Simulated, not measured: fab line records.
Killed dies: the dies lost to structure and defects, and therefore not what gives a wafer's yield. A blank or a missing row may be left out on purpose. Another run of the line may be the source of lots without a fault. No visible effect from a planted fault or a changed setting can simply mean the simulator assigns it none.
Which tool was responsible? || flow berkeley_cmos170 || 15 lots, 45 wafers sampled, at 5 steps of a route of 331

## WHAT THE GAUGES READ, wafer by wafer
UCB170_NVT_OVL_MEAS_06.
{"lot": "L955", "measured": "day 6 05:18", "on": "overlay-01", "NVT_OVL (nm)": "1 7 0"}
{"lot": "L958", "measured": "day 6 19:12", "on": "overlay-01", "NVT_OVL (nm)": "-1 -6 -7"}
{"lot": "L957", "measured": "day 6 19:26", "on": "overlay-01", "NVT_OVL (nm)": "3 -5 -13"}
{"lot": "L956", "measured": "day 6 19:33", "on": "overlay-01", "NVT_OVL (nm)": "-5 -3 -6"}
{"lot": "L959", "measured": "day 7 07:15", "on": "overlay-02", "NVT_OVL (nm)": "-5 -6 -2"}
{"lot": "L962", "measured": "day 7 19:37", "on": "overlay-02", "NVT_OVL (nm)": "0 -5 -1"}
{"lot": "L963", "measured": "day 7 19:50", "on": "overlay-01", "NVT_OVL (nm)": "4 -3 2"}
{"lot": "L965", "measured": "day 8 23:55", "on": "overlay-01", "NVT_OVL (nm)": "-5 -4 -6"}
{"lot": "L964", "measured": "day 9 00:11", "on": "overlay-02", "NVT_OVL (nm)": "2 -2 5"}
{"lot": "L969", "measured": "day 9 11:00", "on": "overlay-01", "NVT_OVL (nm)": "3 1 -1"}
{"lot": "L966", "measured": "day 9 11:13", "on": "overlay-02", "NVT_OVL (nm)": "-11 -13 -10"}
{"lot": "L973", "measured": "day 10 05:03", "on": "overlay-01", "NVT_OVL (nm)": "3 4 1"}
{"lot": "L971", "measured": "day 10 16:13", "on": "overlay-01", "NVT_OVL (nm)": "1 -8 -3"}
{"lot": "L975", "measured": "day 10 16:20", "on": "overlay-02", "NVT_OVL (nm)": "-1 -5 -1"}
{"lot": "L974", "measured": "day 10 17:03", "on": "overlay-01", "NVT_OVL (nm)": "-5 -2 -5"}

UCB170_NLDD_CD_MEAS_06: target cd 1200 nm.
{"lot": "L955", "measured": "day 7 05:41", "on": "cd_sem-01", "cd_nm (nm)": "1200.5 1201.2 1200.7"}
{"lot": "L958", "measured": "day 7 14:05", "on": "cd_sem-02", "cd_nm (nm)": "1197.2 1197.9 1198.6"}
{"lot": "L957", "measured": "day 7 15:15", "on": "cd_sem-02", "cd_nm (nm)": "1201.4 1200.0 1200.6"}
{"lot": "L956", "measured": "day 7 14:58", "on": "cd_sem-01", "cd_nm (nm)": "1200.1 1198.8 1198.2"}
{"lot": "L959", "measured": "day 8 11:59", "on": "cd_sem-02", "cd_nm (nm)": "1199.0 1198.8 1199.4"}
{"lot": "L962", "measured": "day 8 22:29", "on": "cd_sem-01", "cd_nm (nm)": "1141.6 1140.8 1141.6"}
{"lot": "L963", "measured": "day 8 21:55", "on": "cd_sem-02", "cd_nm (nm)": "1201.8 1199.5 1201.4"}
{"lot": "L965", "measured": "day 9 22:48", "on": "cd_sem-01", "cd_nm (nm)": "1199.2 1200.3 1200.4"}
{"lot": "L964", "measured": "day 9 22:34", "on": "cd_sem-02", "cd_nm (nm)": "1140.9 1141.0 1143.3"}
{"lot": "L969", "measured": "day 10 07:41", "on": "cd_sem-01", "cd_nm (nm)": "1200.0 1201.6 1202.0"}
{"lot": "L966", "measured": "day 10 08:11", "on": "cd_sem-01", "cd_nm (nm)": "1147.4 1148.4 1147.9"}
{"lot": "L973", "measured": "day 11 02:13", "on": "cd_sem-01", "cd_nm (nm)": "1200.9 1200.0 1200.5"}
{"lot": "L971", "measured": "day 11 14:36", "on": "cd_sem-01", "cd_nm (nm)": "1204.0 1202.8 1202.2"}
{"lot": "L975", "measured": "day 11 14:09", "on": "cd_sem-01", "cd_nm (nm)": "1200.7 1200.5 1201.9"}
{"lot": "L974", "measured": "day 11 13:50", "on": "cd_sem-01", "cd_nm (nm)": "1201.5 1200.2 1200.6"}

UCB170_V1_THK_MEAS_01.
{"lot": "L955", "measured": "day 8 04:58", "on": "film_metro-03", "V1_TEOS_THK (nm)": "2012 1994 1988"}
{"lot": "L958", "measured": "day 8 10:06", "on": "film_metro-04", "V1_TEOS_THK (nm)": "1964 1959 2004"}
{"lot": "L957", "measured": "day 8 11:26", "on": "film_metro-03", "V1_TEOS_THK (nm)": "1987 2034 2024"}
{"lot": "L956", "measured": "day 8 12:57", "on": "film_metro-02", "V1_TEOS_THK (nm)": "1973 1974 2007"}
{"lot": "L959", "measured": "day 9 11:59", "on": "film_metro-04", "V1_TEOS_THK (nm)": "1999 2009 2024"}
{"lot": "L962", "measured": "day 9 23:29", "on": "film_metro-02", "V1_TEOS_THK (nm)": "1995 2015 2029"}
{"lot": "L963", "measured": "day 9 22:09", "on": "film_metro-02", "V1_TEOS_THK (nm)": "1972 2009 1993"}
{"lot": "L965", "measured": "day 11 00:24", "on": "film_metro-03", "V1_TEOS_THK (nm)": "2006 2023 2009"}
{"lot": "L964", "measured": "day 10 23:04", "on": "film_metro-04", "V1_TEOS_THK (nm)": "1969 1993 1993"}
{"lot": "L969", "measured": "day 11 05:55", "on": "film_metro-03", "V1_TEOS_THK (nm)": "1921 1959 1957"}
{"lot": "L966", "measured": "day 11 07:10", "on": "film_metro-03", "V1_TEOS_THK (nm)": "1983 1999 2011"}
{"lot": "L973", "measured": "day 12 00:19", "on": "film_metro-04", "V1_TEOS_THK (nm)": "1998 2020 2011"}
{"lot": "L971", "measured": "day 12 14:08", "on": "film_metro-03", "V1_TEOS_THK (nm)": "1985 2000 2024"}
{"lot": "L975", "measured": "day 12 12:50", "on": "film_metro-03", "V1_TEOS_THK (nm)": "2002 2003 2052"}
{"lot": "L974", "measured": "day 12 10:17", "on": "film_metro-04", "V1_TEOS_THK (nm)": "1964 1965 1994"}

## EACH LOT AND THE TOOL THAT RAN IT (in order: tool; ch and the chambers of the sampled wafers; start)
{"lot": "L955", "UCB170_NLDD_PEB_04": "litho_track-04 ch 0, day 7 05:25", "UCB170_M1_SPUTTER_00": "pvd_sputter-01, day 8 00:47"}
{"lot": "L958", "UCB170_NLDD_PEB_04": "litho_track-01 ch 0, day 7 13:49", "UCB170_M1_SPUTTER_00": "pvd_sputter-01, day 8 06:47"}
{"lot": "L957", "UCB170_NLDD_PEB_04": "litho_track-04 ch 0, day 7 14:59", "UCB170_M1_SPUTTER_00": "pvd_sputter-04, day 8 07:23"}
{"lot": "L956", "UCB170_NLDD_PEB_04": "litho_track-04 ch 0, day 7 14:41", "UCB170_M1_SPUTTER_00": "pvd_sputter-04, day 8 09:15"}
{"lot": "L959", "UCB170_NLDD_PEB_04": "litho_track-03 ch 0, day 8 11:43", "UCB170_M1_SPUTTER_00": "pvd_sputter-01, day 9 08:21"}
{"lot": "L962", "UCB170_NLDD_PEB_04": "litho_track-03 ch 0, day 8 22:13", "UCB170_M1_SPUTTER_00": "pvd_sputter-04, day 9 18:13"}
{"lot": "L963", "UCB170_NLDD_PEB_04": "litho_track-03 ch 0, day 8 21:38", "UCB170_M1_SPUTTER_00": "pvd_sputter-02, day 9 18:13"}
{"lot": "L965", "UCB170_NLDD_PEB_04": "litho_track-01 ch 0, day 9 22:32", "UCB170_M1_SPUTTER_00": "pvd_sputter-01, day 10 19:28"}
{"lot": "L964", "UCB170_NLDD_PEB_04": "litho_track-03 ch 0, day 9 22:17", "UCB170_M1_SPUTTER_00": "pvd_sputter-02, day 10 19:28"}
{"lot": "L969", "UCB170_NLDD_PEB_04": "litho_track-01 ch 0, day 10 07:24", "UCB170_M1_SPUTTER_00": "pvd_sputter-01, day 11 01:55"}
{"lot": "L966", "UCB170_NLDD_PEB_04": "litho_track-03 ch 0, day 10 07:55", "UCB170_M1_SPUTTER_00": "pvd_sputter-02, day 11 03:04"}
{"lot": "L973", "UCB170_NLDD_PEB_04": "litho_track-01 ch 0, day 11 01:57", "UCB170_M1_SPUTTER_00": "pvd_sputter-01, day 11 20:31"}
{"lot": "L971", "UCB170_NLDD_PEB_04": "litho_track-01 ch 0, day 11 14:20", "UCB170_M1_SPUTTER_00": "pvd_sputter-04, day 12 09:51"}
{"lot": "L975", "UCB170_NLDD_PEB_04": "litho_track-04 ch 0, day 11 13:53", "UCB170_M1_SPUTTER_00": "pvd_sputter-01, day 12 09:13"}
{"lot": "L974", "UCB170_NLDD_PEB_04": "litho_track-04 ch 0, day 11 13:34", "UCB170_M1_SPUTTER_00": "pvd_sputter-04, day 12 06:48"}
- UCB170_NLDD_PEB_04
- UCB170_M1_SPUTTER_00: material Al, target thk 600 nm, time 80 s.

## WHAT THE TOOLS THEMSELVES READ (means of the sampled wafers that have a number; where no wafer has one, the mark that the record gives instead)
UCB170_NLDD_PEB_04.
{"lot": "L955", "tool": "litho_track-04", "heater_power_total_W (W)": 56.80}
{"lot": "L958", "tool": "litho_track-01", "heater_power_total_W (W)": 56.79}
{"lot": "L957", "tool": "litho_track-04", "heater_power_total_W (W)": 56.82}
{"lot": "L956", "tool": "litho_track-04", "heater_power_total_W (W)": 56.78}
{"lot": "L959", "tool": "litho_track-03", "heater_power_total_W (W)": 56.83}
{"lot": "L962", "tool": "litho_track-03", "heater_power_total_W (W)": 70.56}
{"lot": "L963", "tool": "litho_track-03", "heater_power_total_W (W)": 56.79}
{"lot": "L965", "tool": "litho_track-01", "heater_power_total_W (W)": 56.81}
{"lot": "L964", "tool": "litho_track-03", "heater_power_total_W (W)": 70.56}
{"lot": "L969", "tool": "litho_track-01", "heater_power_total_W (W)": 56.82}
{"lot": "L966", "tool": "litho_track-03", "heater_power_total_W (W)": 70.58}
{"lot": "L973", "tool": "litho_track-01", "heater_power_total_W (W)": 56.82}
{"lot": "L971", "tool": "litho_track-01", "heater_power_total_W (W)": 56.80}
{"lot": "L975", "tool": "litho_track-04", "heater_power_total_W (W)": 56.82}
{"lot": "L974", "tool": "litho_track-04", "heater_power_total_W (W)": 56.80}

UCB170_M1_SPUTTER_00.
{"lot": "L955", "tool": "pvd_sputter-01", "throttle_valve_pct (%)": 30.5}
{"lot": "L958", "tool": "pvd_sputter-01", "throttle_valve_pct (%)": 29.0}
{"lot": "L957", "tool": "pvd_sputter-04", "throttle_valve_pct (%)": 30.4}
{"lot": "L956", "tool": "pvd_sputter-04", "throttle_valve_pct (%)": 28.6}
{"lot": "L959", "tool": "pvd_sputter-01", "throttle_valve_pct (%)": 29.2}
{"lot": "L962", "tool": "pvd_sputter-04", "throttle_valve_pct (%)": 30.3}
{"lot": "L963", "tool": "pvd_sputter-02", "throttle_valve_pct (%)": 30.5}
{"lot": "L965", "tool": "pvd_sputter-01", "throttle_valve_pct (%)": 30.5}
{"lot": "L964", "tool": "pvd_sputter-02", "throttle_valve_pct (%)": 30.0}
{"lot": "L969", "tool": "pvd_sputter-01", "throttle_valve_pct (%)": 29.0}
{"lot": "L966", "tool": "pvd_sputter-02", "throttle_valve_pct (%)": 30.4}
{"lot": "L973", "tool": "pvd_sputter-01", "throttle_valve_pct (%)": 28.9}
{"lot": "L971", "tool": "pvd_sputter-04", "throttle_valve_pct (%)": 29.2}
{"lot": "L975", "tool": "pvd_sputter-01", "throttle_valve_pct (%)": 29.8}
{"lot": "L974", "tool": "pvd_sputter-04", "throttle_valve_pct (%)": 30.3}

## THE ANSWER, worked out from the rows above alone
Rule: the usual values come from the lots themselves. The widest of any qualifying gaps counts: lots, ordered by their means at a reading, are off when they make up no more than a third of the lots, leave a main group of 4 or more, and stand apart from it by 3 or more times the standard deviation of that group's means. If all means in a main group match to the digits the tables above print for the reading, that group is not used. A lot without any number at a reading at which 4 lots or more have one is off too. Any other lot the step has rows for is counted as sound. Order of review: gauges by route order, followed by the tools' own readings, for which a lot's mean as printed above is used. At the first step where some lot is off, the reading lying furthest off is the one used; lots without a number count as furthest.
Off: L962, L964, L966, at UCB170_NLDD_CD_MEAS_06 (cd_nm). The main group has a mean of 1200.4 nm with a standard deviation of 1.2.
A tool fits if, at a process step before that reading, it ran every lot that is off, and no sound lot after the first of them. Not tried: the gauges at UCB170_NLDD_CD_MEAS_06; whatever is off there is also off at UCB170_NLDD_PEB_04, on other tools, and gauge error can't account for it. One fits: litho_track-03 at UCB170_NLDD_PEB_04. Its last sound lot is L963 (day 8 21:38), its first lot that is off L962 (day 8 22:13): a fault that began between those two fits.
On the lots that are off, the tool's own readings at UCB170_NLDD_PEB_04 differ by more than 5 times the standard deviation of the sound lots' means, which bears it out; heater_power_total_W reads 70.57 W there versus 56.81 W on the sound lots.

## WHAT WAS PUT IN BY THE SIMULATOR
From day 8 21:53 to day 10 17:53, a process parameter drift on litho_track-03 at UCB170_NLDD_PEB_04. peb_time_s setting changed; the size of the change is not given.
Shown lots that were struck: L962, L964, L966. The rule above reached the same finding.
